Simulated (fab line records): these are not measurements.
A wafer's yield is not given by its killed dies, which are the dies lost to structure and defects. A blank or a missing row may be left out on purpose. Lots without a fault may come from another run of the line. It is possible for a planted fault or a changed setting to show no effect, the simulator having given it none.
A struck lot beside a sound one ; flow rit cmos ; 15 out of 202 route steps
Sound: the wafers L159.1, L159.5, L159.6. Wafers L171.2, L171.5, L171.6 were the ones struck. The cause comes at the end.
Per side, at each step with rows, come the tool, then ch with its chambers, and then its first start. Under that, the readings that differ: sound wafers ; struck wafers ; difference of the means ; sigmas: that difference in standard deviations of wafers without a fault.
alike: same words and numbers on both sides, and readings whose means sit less than 2 such deviations apart. not compared: any withheld reading, any reading some wafer has no value for, any bound like >300 that may hide the same value, and any number with overlapping values for which the record gives no deviation.
Wherever a step has rows on one side only, a row that says differs or no value, or a row with sigmas, the two part there. Non-overlapping numbers with no deviation appear without sigmas and do not part them. A reading that every wafer of one side lacks parts them only if that side has two wafers or more.

RIT_GATE_THK_MEAS_07:
  sound on film metro-03 at day 2 20:12; struck on film metro-01 at day 5 07:53
  alike: GATE_OXIDE_THK
then, 1 step without rows for these wafers: RIT_GATE_CVD_08 (deposits poly-Si from SiH4, target thk 250 nm, time 2220 s).
RIT_GATE_THK_MEAS_09:
  sound on film metro-01 at day 2 22:42; struck on film metro-03 at day 5 09:34
  alike: GATE_POLY_THK
then, 6 steps without rows for these wafers: RIT_GATE_HMDS_10 (prime time 60 s); RIT_GATE_COAT_11 (resist thk 850 nm); RIT_GATE_SOFTBAKE_12 (time 60 s); RIT_GATE_EXPOSE_13 (exposes mask M6, target cd 150 nm); RIT_GATE_PEB_14; RIT_GATE_DEVELOP_15 (develop time 50 s).
RIT_GATE_CD_MEAS_16: target cd 150 nm.
  sound on cd sem-02 at day 2 23:44; struck on cd sem-02 at day 5 10:37
  alike: cd nm
RIT_GATE_OVL_MEAS_17:
  sound on overlay-01 at day 2 23:52; struck on overlay-02 at day 5 10:43
  alike: GATE_OVL
then, 1 step without rows for these wafers: RIT_GATE_HARDBAKE_18 (time 60 s).
RIT_GATE_ETCH_19: etches poly-Si in SF6/CHF3/O2, stops on SiO2, time 165 s, target depth 312.5 nm.
  sound on rie si-01 ch 2,3, day 3 00:04; struck on rie si-01 ch 2,3, day 5 10:54
reading;sound;struck;difference;sigmas
oes product au (a.u.);0.852 0.854 0.853;0.945 0.981 0.952;+0.106;+7
run length s (s);193.0 193.0 193.1;151.4 151.9 151.5;-41.4;-85
model.GATE.feature depth nm (nm);251.9 250.3 252.5;216.7 223.1 219.5;-31.8;
model.etch.depth nm (nm);251.9 250.3 252.5;216.7 223.1 219.5;-31.8;
model.NOVOLAK_of_GATE_COAT_11.thk nm (nm);667.5 666.1 661.3;689.9 689 690.7;+24.9;
  alike: chamber pressure mTorr, drypump motor current A, throttle valve pct
  not compared: rf hours counter h
RIT_GATE_STRIP_20: strips in O2, time 180 s.
  sound on plasma asher-04 ch 0,1, day 3 00:10; struck on plasma asher-02 ch 0,1, day 5 11:01
  alike: chamber pressure mTorr, drypump motor current A
  not compared: rf hours counter h
RIT_M1_PROBE_99:
  sound on prober-01 at day 3 22:23; struck on prober-01 at day 6 07:35
reading;sound;struck;difference;sigmas
hold;- - -;await dispo/3.3h/scrap await dispo/3.3h/scrap await dispo/3.3h/scrap;no value on the sound wafers;
killed at front end;3 4 6;264 264 263;+259;+86
killed dies;3 4 6;264 264 264;+260;+87
killed on rim;0 1 1;70 70 70;+69;+58
  alike: killed at contacts, killed open, killed short

WHERE THEY PART
Earliest at RIT_GATE_ETCH_19; latest, in this record, at RIT_M1_PROBE_99.

WHY: whatever the simulator had introduced
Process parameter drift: rie si-01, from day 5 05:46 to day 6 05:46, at RIT_GATE_ETCH_19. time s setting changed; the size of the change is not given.
